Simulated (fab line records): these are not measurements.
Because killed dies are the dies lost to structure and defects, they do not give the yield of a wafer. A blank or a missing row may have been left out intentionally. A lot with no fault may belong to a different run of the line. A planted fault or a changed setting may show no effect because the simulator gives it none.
fab line records + flow rit-cmos
record:
- lots: 6
- wafers: 18
- last-day: 7
route steps=202 shown NSD@135 PSD@142 SDANNEAL@153
lots untouched by any fault: they come from a run of this same line in which no faults occurred
start-h: start of the lot's first displayed wafer, in hours after the record's first day + wait-h: how many hours have passed since the lot's step before this one + " as in the row above + L1.1+2: one row covering several wafers at once + - no value, or no start was given + * or withheld: withheld + < > ~ a bound
route shown NAME@n: names a module that has steps shown in the file, with the first one's number in the route + usual: mean/standard deviation of fault-free wafers + same: alike in all rows + chamber/n: place in a boat + sites: readings site by site + _std_site: their standard deviation + _edge_site: outer sites' mean less inner sites' + radius-mm: how far each site lies from the wafer's centre + mask NAME#n: copy n + behind: the tool/chamber that last shaped the wafer + hold: why the lot went on hold/how many hours it stayed there/how the hold came to an end + device: whichever transistor did not switch (one of n, p or np) + end of line: tests run on the same wafers once the route is complete + a step given without rows: its recipe and nothing more + killed: count of dies lost to structure and defects at first sort (not the wafer's yield) + map: the dies of a wafer, with x for killed, . for not killed, _ for no die there
set.NAME: the run value of the setting; set.NAME@STEP: its run value at that earlier step + model.NAME: the simulator's own value behind a step, which no gauge read
certain route steps with their lots: each step a table, each wafer a row
services: a tool's chamber out of use, with start hour (start-h, from the record's first day; less than 0 if before it), hours out, and reason
== steps ==
step: RIT_NSD_PEB_04
recipe:
- resist: NOVOLAK
- temp-c: withheld
- time-s: withheld
step: RIT_NSD_DEVELOP_05
recipe:
- resist: NOVOLAK
- develop-time-s: 50
- dev-temp-c: 23
step: RIT_NSD_OVL_MEAS_06
usual:
- NSD_OVL: -0.5/1.2
| lot.wafer | tool       | chamber | start-h | wait-h | NSD_OVL[nm] |
|-----------|------------|---------|---------|--------|-------------|
| L640.1    | overlay-01 | -       | 88.25   | -      | -0.5        |
| L640.4    | "          | -       | "       | "      | 0.2         |
| L640.5    | "          | -       | "       | "      | -0.6        |
| L647.1    | overlay-01 | -       | 121.81  | -      | -1.6        |
| L647.3    | "          | -       | "       | "      | -1.0        |
| L647.4    | "          | -       | "       | "      | 0.5         |
| L648.2    | overlay-02 | -       | 133.38  | -      | -0.8        |
| L648.3    | "          | -       | "       | "      | 0.2         |
| L648.4    | "          | -       | "       | "      | 1.2         |
| L649.2    | overlay-01 | -       | 133.77  | -      | -1.6        |
| L649.3    | "          | -       | "       | "      | 0.1         |
| L649.6    | "          | -       | "       | "      | -0.2        |
| L653.2    | overlay-02 | -       | 148.14  | -      | -0.3        |
| L653.4    | "          | -       | "       | "      | 0.8         |
| L653.6    | "          | -       | "       | "      | 0.5         |
| L655.1    | overlay-02 | -       | 157.61  | -      | 1.7         |
| L655.3    | "          | -       | "       | "      | 1.4         |
| L655.4    | "          | -       | "       | "      | -0.2        |
step: RIT_NSD_HARDBAKE_07
recipe:
- resist: NOVOLAK
- temp-c: 140
- time-s: 60
step: RIT_NSD_IMPLANT_08
recipe:
- species: P
- energy-kev: 25
- dose-cm2: 1e+15
- tilt-deg: 6.664
step: RIT_NSD_STRIP_09
recipe:
- chemistry: O2
- time-s: 180
- resist: NOVOLAK
- platen-temp-c: withheld
- power-w: 500
- pressure-mtorr: 4000
- o2-flow-sccm: 4000
usual:
- drypump-motor-current-A: 5.8/0.38
- rf-refl-power-W: 6.7/0.57
| lot.wafer | tool            | chamber | start-h | wait-h | drypump-motor-current-A | rf-hours-counter-h | rf-refl-power-W |
|-----------|-----------------|---------|---------|--------|-------------------------|--------------------|-----------------|
| L640.1    | plasma-asher-01 | 1       | 88.59   | 0.1    | 6.5                     | 45                 | 6.3             |
| L640.4    | "               | 0       | "       | "      | 5.4                     | -                  | 6.3             |
| L640.5    | "               | 1       | "       | "      | 6.5                     | -                  | 6.1             |
| L647.1    | plasma-asher-03 | 0       | 122.14  | 0.1    | 5.9                     | 49                 | 6.8             |
| L647.3    | "               | 0       | "       | "      | 5.8                     | -                  | 6.7             |
| L647.4    | "               | 1       | "       | "      | 5.7                     | -                  | 7.5             |
| L648.2    | plasma-asher-01 | 1       | 133.71  | 0.1    | 6.5                     | 1                  | 6.1             |
| L648.3    | "               | 0       | "       | "      | 5.4                     | -                  | 6.1             |
| L648.4    | "               | 1       | "       | "      | 6.5                     | -                  | 6.3             |
| L649.2    | plasma-asher-03 | 1       | 134.10  | 0.1    | 5.7                     | 51                 | 7.6             |
| L649.3    | "               | 1       | "       | "      | 5.7                     | -                  | 7.4             |
| L649.6    | "               | 0       | "       | "      | 5.8                     | -                  | 6.6             |
| L653.2    | plasma-asher-01 | 1       | 148.47  | 0.1    | 6.5                     | 3                  | 6.1             |
| L653.4    | "               | 0       | "       | "      | 5.4                     | -                  | 6.3             |
| L653.6    | "               | 0       | "       | "      | 5.4                     | -                  | 6.2             |
| L655.1    | plasma-asher-02 | 0       | 157.94  | 0.1    | 6.0                     | 47                 | 7.6             |
| L655.3    | "               | 0       | "       | "      | 6.1                     | -                  | 7.6             |
| L655.4    | "               | 1       | "       | "      | 5.5                     | -                  | 6.2             |
step: RIT_NSD_TW_MEAS_10
usual:
- NSD_TW: 3114/24
| lot.wafer | tool          | chamber | start-h | wait-h | NSD_TW |
|-----------|---------------|---------|---------|--------|--------|
| L640.1    | film-metro-02 | -       | 88.76   | 0.1    | 3081   |
| L640.4    | "             | -       | "       | "      | 3089   |
| L640.5    | "             | -       | "       | "      | 3090   |
| L647.1    | film-metro-01 | -       | 122.32  | 0.1    | 3098   |
| L647.3    | "             | -       | "       | "      | 3128   |
| L647.4    | "             | -       | "       | "      | 3109   |
| L648.2    | film-metro-04 | -       | 133.89  | 0.1    | 3126   |
| L648.3    | "             | -       | "       | "      | 3129   |
| L648.4    | "             | -       | "       | "      | 3140   |
| L649.2    | film-metro-04 | -       | 134.29  | 0.1    | 3158   |
| L649.3    | "             | -       | "       | "      | 3146   |
| L649.6    | "             | -       | "       | "      | 3137   |
| L653.2    | film-metro-04 | -       | 148.65  | 0.1    | 3133   |
| L653.4    | "             | -       | "       | "      | 3129   |
| L653.6    | "             | -       | "       | "      | 3105   |
| L655.1    | film-metro-02 | -       | 158.12  | 0.1    | 3068   |
| L655.3    | "             | -       | "       | "      | 3102   |
| L655.4    | "             | -       | "       | "      | 3088   |
step: RIT_PSD_HMDS_00
recipe:
- prime-time-s: 60
- prime-temp-c: 140
step: RIT_PSD_COAT_01
recipe:
- resist: NOVOLAK
- spin-rpm: 3250
- resist-thk-nm: 1000
step: RIT_PSD_SOFTBAKE_02
recipe:
- resist: NOVOLAK
- temp-c: 90
- time-s: 60
step: RIT_PSD_EXPOSE_03
recipe:
- mask-id: M10
- na: 0.57
- target-cd-nm: 40900
- dose-mj: 250
step: RIT_PSD_PEB_04
recipe:
- resist: NOVOLAK
- temp-c: withheld
- time-s: withheld
step: RIT_PSD_DEVELOP_05
recipe:
- resist: NOVOLAK
- develop-time-s: 50
- dev-temp-c: 23
| lot.wafer  | tool           | chamber | start-h | wait-h |
|------------|----------------|---------|---------|--------|
| L640.1+4+5 | litho-track-01 | 0       | 89      | -      |
| L647.1+3+4 | litho-track-02 | 0       | 123     | -      |
| L648.2+3+4 | litho-track-01 | 0       | 134     | -      |
| L649.2+3+6 | litho-track-01 | 0       | 135     | -      |
| L653.2+4+6 | litho-track-01 | 0       | 149     | -      |
| L655.1+3+4 | litho-track-03 | 0       | 159     | -      |
step: RIT_PSD_OVL_MEAS_06
usual:
- PSD_OVL: 0.6/1.4
| lot.wafer | tool       | chamber | start-h | wait-h | PSD_OVL[nm] |
|-----------|------------|---------|---------|--------|-------------|
| L640.1    | overlay-01 | -       | 89.80   | -      | -0.6        |
| L640.4    | "          | -       | "       | "      | 0.4         |
| L640.5    | "          | -       | "       | "      | 1.1         |
| L647.1    | overlay-02 | -       | 123.47  | -      | 0.4         |
| L647.3    | "          | -       | "       | "      | -1.7        |
| L647.4    | "          | -       | "       | "      | 0.5         |
| L648.2    | overlay-02 | -       | 135.05  | -      | -0.2        |
| L648.3    | "          | -       | "       | "      | 0.8         |
| L648.4    | "          | -       | "       | "      | -1.3        |
| L649.2    | overlay-01 | -       | 135.34  | -      | 1.2         |
| L649.3    | "          | -       | "       | "      | -0.2        |
| L649.6    | "          | -       | "       | "      | 1.0         |
| L653.2    | overlay-01 | -       | 149.73  | -      | 3.2         |
| L653.4    | "          | -       | "       | "      | 0.2         |
| L653.6    | "          | -       | "       | "      | 0.7         |
| L655.1    | overlay-02 | -       | 159.15  | -      | 0.5         |
| L655.3    | "          | -       | "       | "      | 1.6         |
| L655.4    | "          | -       | "       | "      | 2.0         |
step: RIT_PSD_HARDBAKE_07
recipe:
- resist: NOVOLAK
- temp-c: 140
- time-s: 60
step: RIT_PSD_IMPLANT_08
recipe:
- species: BF2
- energy-kev: 27
- dose-cm2: 5e+15
- tilt-deg: 7
step: RIT_PSD_STRIP_09
recipe:
- chemistry: O2
- time-s: 180
- resist: NOVOLAK
- platen-temp-c: withheld
- power-w: 500
- pressure-mtorr: 4000
- o2-flow-sccm: 4000
usual:
- drypump-motor-current-A: 5.9/0.43
- rf-refl-power-W: 6.6/0.57
| lot.wafer | tool            | chamber | start-h | wait-h | drypump-motor-current-A | rf-hours-counter-h | rf-refl-power-W |
|-----------|-----------------|---------|---------|--------|-------------------------|--------------------|-----------------|
| L640.1    | plasma-asher-04 | 1       | 90.13   | 0.1    | 5.5                     | 27                 | 6.1             |
| L640.4    | "               | 0       | "       | "      | 6.2                     | -                  | 7.2             |
| L640.5    | "               | 1       | "       | "      | 5.5                     | -                  | 6.1             |
| L647.1    | plasma-asher-04 | 1       | 123.95  | 0.3    | 5.5                     | 34                 | 6.2             |
| L647.3    | "               | 1       | "       | "      | 5.5                     | -                  | 6.2             |
| L647.4    | "               | 0       | "       | "      | 6.2                     | -                  | 7.2             |
| L648.2    | plasma-asher-04 | 1       | 135.60  | 0.1    | 5.5                     | 35                 | 6.2             |
| L648.3    | "               | 1       | "       | "      | 5.5                     | -                  | 6.1             |
| L648.4    | "               | 0       | "       | "      | 6.2                     | -                  | 7.8             |
| L649.2    | plasma-asher-01 | 1       | 135.67  | 0.1    | 6.5                     | 1                  | 6.0             |
| L649.3    | "               | 1       | "       | "      | 6.5                     | -                  | 5.8             |
| L649.6    | "               | 1       | "       | "      | 6.5                     | -                  | 5.9             |
| L653.2    | plasma-asher-01 | 1       | 150.06  | 0.1    | 6.5                     | 3                  | 6.1             |
| L653.4    | "               | 1       | "       | "      | 6.5                     | -                  | 6.2             |
| L653.6    | "               | 0       | "       | "      | 5.5                     | -                  | 6.3             |
| L655.1    | plasma-asher-02 | 0       | 159.49  | 0.1    | 6.0                     | 48                 | 7.8             |
| L655.3    | "               | 0       | "       | "      | 6.0                     | -                  | 7.5             |
| L655.4    | "               | 1       | "       | "      | 5.4                     | -                  | 5.9             |
step: RIT_PSD_TW_MEAS_10
usual:
- PSD_TW: 3418/27
| lot.wafer | tool          | chamber | start-h | wait-h | PSD_TW |
|-----------|---------------|---------|---------|--------|--------|
| L640.1    | film-metro-04 | -       | 90.31   | 0.1    | 3456   |
| L640.4    | "             | -       | "       | "      | 3457   |
| L640.5    | "             | -       | "       | "      | 3448   |
| L647.1    | film-metro-02 | -       | 124.12  | 0.1    | 3418   |
| L647.3    | "             | -       | "       | "      | 3429   |
| L647.4    | "             | -       | "       | "      | 3410   |
| L648.2    | film-metro-04 | -       | 135.79  | 0.1    | 3440   |
| L648.3    | "             | -       | "       | "      | 3428   |
| L648.4    | "             | -       | "       | "      | 3442   |
| L649.2    | film-metro-01 | -       | 135.85  | 0.1    | 30     |
| L649.3    | "             | -       | "       | "      | 30     |
| L649.6    | "             | -       | "       | "      | 30     |
| L653.2    | film-metro-04 | -       | 150.24  | 0.1    | 30     |
| L653.4    | "             | -       | "       | "      | 30     |
| L653.6    | "             | -       | "       | "      | 30     |
| L655.1    | film-metro-04 | -       | 159.66  | 0.1    | 3440   |
| L655.3    | "             | -       | "       | "      | 3444   |
| L655.4    | "             | -       | "       | "      | 3439   |
step: RIT_SDANNEAL_CLEAN_00
recipe:
- chemistry: SC1
- mix: 3:3:50
- time-s: 600
- temp-c: 75
== services ==
| tool            | chamber | start-h | hours | kind       |
|-----------------|---------|---------|-------|------------|
| plasma-asher-02 | -       | 72.88   | 49.5  | pm         |
| plasma-asher-03 | -       | 91.42   | 15.0  | pm         |
| plasma-asher-01 | -       | 106.39  | 14.1  | pm         |
| plasma-asher-01 | -       | 120.52  | 9.0   | pm         |
| plasma-asher-01 | 0       | 120.52  | 9.0   | vent-cycle |
| plasma-asher-01 | 1       | 120.52  | 9.0   | vent-cycle |
| plasma-asher-02 | -       | 122.41  | 2.8   | pm         |
| plasma-asher-01 | 0       | 129.52  | -     | clean      |
| plasma-asher-01 | 1       | 129.52  | -     | clean      |
== key ==
first-sign:
- step: RIT_PSD_TW_MEAS_10
- reading: PSD_TW
- direction: down
- sigmas: 99+
- usual: 3418
- struck: 30
effect none on later readings
met-at RIT_PSD_DEVELOP_05
struck-wafers L649.2,L649.3,L649.6,L653.2,L653.4,L653.6
sort-left-out L649.2,L649.3,L649.6,L653.2,L653.4,L653.6
tester-left-out L649,L653
also-fits RIT_PSD_STRIP_09:plasma-asher-01
fault:
- kind: process-parameter-drift
- tool: litho-track-01
- chamber: -
- onset-h: 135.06
- steps: RIT_PSD_DEVELOP_05
- channel: develop-time-s
- offset: *
- shape: step
- end-h: 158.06
- acts-in: *
- stated: *
tester-left-out: of these lots the tester's yield and bins aren't shown, on N5 and GAA mostly nor the transistor test; their killed dies are dies lost to structure and defects alone, not to doping, threshold or leakage, so they don't give the yield
sort-left-out: the simulated sort isn't trusted on such a fault, so these wafers' sort isn't shown, and their yield isn't known
